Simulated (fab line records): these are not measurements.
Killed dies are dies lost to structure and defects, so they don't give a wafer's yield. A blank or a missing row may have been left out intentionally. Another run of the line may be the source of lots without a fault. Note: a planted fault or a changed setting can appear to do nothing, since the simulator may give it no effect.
Chamber matching :: flow berkeley-cmos170 :: 4 sister chambers for UCB170_M2_ETCH_17 on rie-diel-03
The step etches BARC in N2/H2. 4 wafers are shown with their chamber, then 8 later ones without.

WAFERS PAIRED WITH THEIR CHAMBERS
wafer: L367.1
chamber: 2
throttle-valve-pct (%): 13.46

wafer: L372.1
chamber: 3
throttle-valve-pct (%): 13.09

wafer: L372.5
chamber: 1
throttle-valve-pct (%): 13.51

wafer: L381.2
chamber: 0
throttle-valve-pct (%): 13.25

WAFERS WHOSE CHAMBER IS MISSING
wafer: L381.3
throttle-valve-pct (%): 13.50

wafer: L381.5
throttle-valve-pct (%): 13.08

wafer: L384.1
throttle-valve-pct (%): 13.08

wafer: L384.2
throttle-valve-pct (%): 13.26

wafer: L384.4
throttle-valve-pct (%): 13.51

wafer: L382.3
throttle-valve-pct (%): 13.48

wafer: L382.5
throttle-valve-pct (%): 13.08

wafer: L382.6
throttle-valve-pct (%): 13.25

EACH ONE'S CHAMBER
wafer: L381.3
from the rows above: 1
in truth: 1

wafer: L381.5
from the rows above: 3
in truth: 3

wafer: L384.1
from the rows above: 3
in truth: 3

wafer: L384.2
from the rows above: 0
in truth: 0

wafer: L384.4
from the rows above: 1
in truth: 1

wafer: L382.3
from the rows above: can't be placed: 2 or 1
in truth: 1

wafer: L382.5
from the rows above: 3
in truth: 3

wafer: L382.6
from the rows above: 0
in truth: 0
Placed correctly: 7 of 8. Cannot be placed on the basis of these rows: 1; the candidates contain the true chamber in 1. Number placed wrongly: 0.
How it was worked out, from the rows above alone: a wafer's distance from a chamber is the root of the sum, over the readings, of the square of ((its reading less the chamber's mean) divided by the reading's scatter). If the next closest chamber is less than 2 further off than the closest, the wafer can't be placed; otherwise it belongs to the closest. A chamber's mean is the mean of its shown wafers. The scatter: with one shown wafer a chamber, the root of the mean of the squares of how far each hidden wafer lies from its nearest shown one.
